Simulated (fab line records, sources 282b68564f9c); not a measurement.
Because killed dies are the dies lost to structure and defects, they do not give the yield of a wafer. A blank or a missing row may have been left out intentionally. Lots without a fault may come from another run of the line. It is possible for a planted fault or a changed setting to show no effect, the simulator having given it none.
2 desks looking at one fault / flow rit-cmos / each desk has only its own numbers; what lay behind them comes last

DESK OF THE TOOL OWNER: furnace-01
The tool's own readings at RIT_WELLDRIVE_ANNEAL_00 (time 14700 s): means of the sampled wafers that have a number, for each lot that ran on this tool. A lot is out of limits, marked OUT, if its mean lies more than 4 standard deviations from the usual mean; the brackets give that distance.
Columns: A = run-length-s at RIT_WELLDRIVE_ANNEAL_00, usual 18271 s; B = spike-tc-source-C at RIT_WELLDRIVE_ANNEAL_00, usual 1125 C; C = tube-center-temp-C at RIT_WELLDRIVE_ANNEAL_00, usual 1100 C
lot=L115; first seen here=day 2 04:29; A=18272; B=1125; C=1100
lot=L120; first seen here=day 3 05:40; A=18275; B=1126; C=1100
lot=L125; first seen here=day 4 07:29; A=18273; B=1125; C=1100
lot=L127; first seen here=day 4 20:14; A=12395 (-99 or more) OUT; B=1127; C=1100
Finding of this desk: L127 out of limits; the first was L127 at day 4 20:14, on run-length-s at RIT_WELLDRIVE_ANNEAL_00. In limits: L115, L120, L125.

AT THE METROLOGY DESK
Means of the sampled wafers that have a number, per lot and without regard to the tool the lot ran on: this is what the gauges read. A lot is out of limits, marked OUT, if its mean lies more than 4 standard deviations from the usual mean; the brackets give that distance.
Columns: A = NWELL_RS at RIT_WELLDRIVE_RS_MEAS_01, usual 275.6 ohm/sq; B = PWELL_RS at RIT_WELLDRIVE_RS_MEAS_02, usual 430.8 ohm/sq
lot=L114; first seen here=day 2 05:08; A=275.1; B=431.0
lot=L115; first seen here=day 2 09:34; A=274.4; B=429.6
lot=L116; first seen here=day 2 13:39; A=275.8; B=432.0
lot=L117; first seen here=day 2 18:52; A=275.2; B=431.9
lot=L118; first seen here=day 3 00:14; A=276.4; B=431.5
lot=L120; first seen here=day 3 10:46; A=275.3; B=430.7
lot=L122; first seen here=day 3 19:35; A=274.4; B=430.0
lot=L123; first seen here=day 4 01:15; A=275.1; B=429.2
lot=L125; first seen here=day 4 12:35; A=275.5; B=431.4
lot=L127; first seen here=day 5 01:20; A=300.7 (+32) OUT; B=457.2 (+24) OUT
lot=L128; first seen here=day 5 03:47; A=276.6; B=432.2
lot=L131; first seen here=day 5 18:40; A=275.9; B=431.7
lot=L136; first seen here=day 6 18:20; A=276.8; B=430.8
This desk's finding: out of limits on L127; first on L127, day 5 01:20 (NWELL_RS at RIT_WELLDRIVE_RS_MEAS_01). In limits: L114, L115, L116, L117, L118, L120, L122, L123, L125, L128, L131, L136.

ALL TOGETHER
An alarm could have come from the tool owner's desk at day 4 20:14, on L127.
Metrology desk: alarm possible at day 5 01:20 on L127.
All the named lots went through RIT_WELLDRIVE_ANNEAL_00 on furnace-01.

WHAT WAS PUT IN BY THE SIMULATOR
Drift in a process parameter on furnace-01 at RIT_WELLDRIVE_ANNEAL_00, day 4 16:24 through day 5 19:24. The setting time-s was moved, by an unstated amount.
Lots struck among those shown: L127.
Fault start to first reading out of limits, in hours, per desk: tool owner, 4; metrology, 9.
